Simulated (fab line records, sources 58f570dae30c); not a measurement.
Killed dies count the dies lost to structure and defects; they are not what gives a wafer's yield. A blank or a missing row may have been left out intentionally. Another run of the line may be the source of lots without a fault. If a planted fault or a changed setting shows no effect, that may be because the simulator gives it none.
Chamber matching + flow berkeley-cmos170 + UCB170_M3_ETCH_17 on rie-diel-03: 4 sister chambers
The step etches BARC in N2/H2. 16 wafers are shown with their chamber, then 8 later ones without.

== WAFERS PAIRED WITH THEIR CHAMBERS ==
| wafer  | chamber | throttle-valve-pct (%) | oes-product-au (a.u.) |
|--------|---------|------------------------|-----------------------|
| L850.2 | 2       | 13.11                  | 1.015                 |
| L850.3 | 3       | 13.45                  | 1.018                 |
| L850.6 | 3       | 13.47                  | 1.030                 |
| L849.1 | 2       | 13.10                  | 1.015                 |
| L849.2 | 3       | 13.47                  | 1.015                 |
| L849.5 | 2       | 13.11                  | 1.020                 |
| L854.1 | 1       | 13.31                  | 0.979                 |
| L854.2 | 0       | 13.34                  | 0.991                 |
| L854.5 | 3       | 13.49                  | 1.029                 |
| L857.3 | 2       | 13.14                  | 1.005                 |
| L857.4 | 3       | 13.46                  | 1.016                 |
| L857.6 | 1       | 13.31                  | 0.991                 |
| L856.3 | 0       | 13.33                  | 0.996                 |
| L856.4 | 3       | 13.47                  | 1.027                 |
| L856.5 | 2       | 13.11                  | 1.003                 |
| L864.1 | 2       | 13.13                  | 1.013                 |

SIGNATURES (averages over the wafers above)
| reading            | chamber 0 | chamber 1 | chamber 2 | chamber 3 | scatter within a chamber |
|--------------------|-----------|-----------|-----------|-----------|--------------------------|
| throttle-valve-pct | 13.3350   | 13.3100   | 13.1167   | 13.4683   | 0.0131                   |
| oes-product-au     | 0.99350   | 0.98500   | 1.01183   | 1.02250   | 0.00668                  |
Rule: for a wafer and a chamber, the distance is found by dividing, reading by reading, the gap between the wafer's reading and the chamber's mean by the reading's scatter, squaring, summing and taking the root. If the next closest chamber is less than 2 further off than the closest, the wafer can't be placed; otherwise it belongs to the closest. How the scatter is found: for the shown wafers, subtract from each reading the mean of its chamber, square and add these, divide the total by (wafers less chambers), then take the root.

== WAFERS WHOSE CHAMBER IS MISSING ==
| wafer  | throttle-valve-pct (%) | oes-product-au (a.u.) |
|--------|------------------------|-----------------------|
| L864.2 | 13.47                  | 1.017                 |
| L864.4 | 13.33                  | 0.989                 |
| L866.3 | 13.11                  | 1.008                 |
| L866.4 | 13.34                  | 1.006                 |
| L866.5 | 13.31                  | 0.988                 |
| L871.2 | 13.46                  | 1.020                 |
| L871.4 | 13.36                  | 0.990                 |
| L871.6 | 13.29                  | 0.983                 |

== EACH ONE'S CHAMBER ==
| wafer  | from the rows above     | in truth |
|--------|-------------------------|----------|
| L864.2 | 3                       | 3        |
| L864.4 | can't be placed: 0 or 1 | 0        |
| L866.3 | 2                       | 2        |
| L866.4 | can't be placed: 0 or 1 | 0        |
| L866.5 | can't be placed: 1 or 0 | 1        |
| L871.2 | 3                       | 3        |
| L871.4 | can't be placed: 0 or 1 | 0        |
| L871.6 | 1                       | 1        |
Placed correctly: 4 of 8. Cannot be placed on the basis of these rows: 4; the candidates contain the true chamber in 4. Wrongly placed: 0.
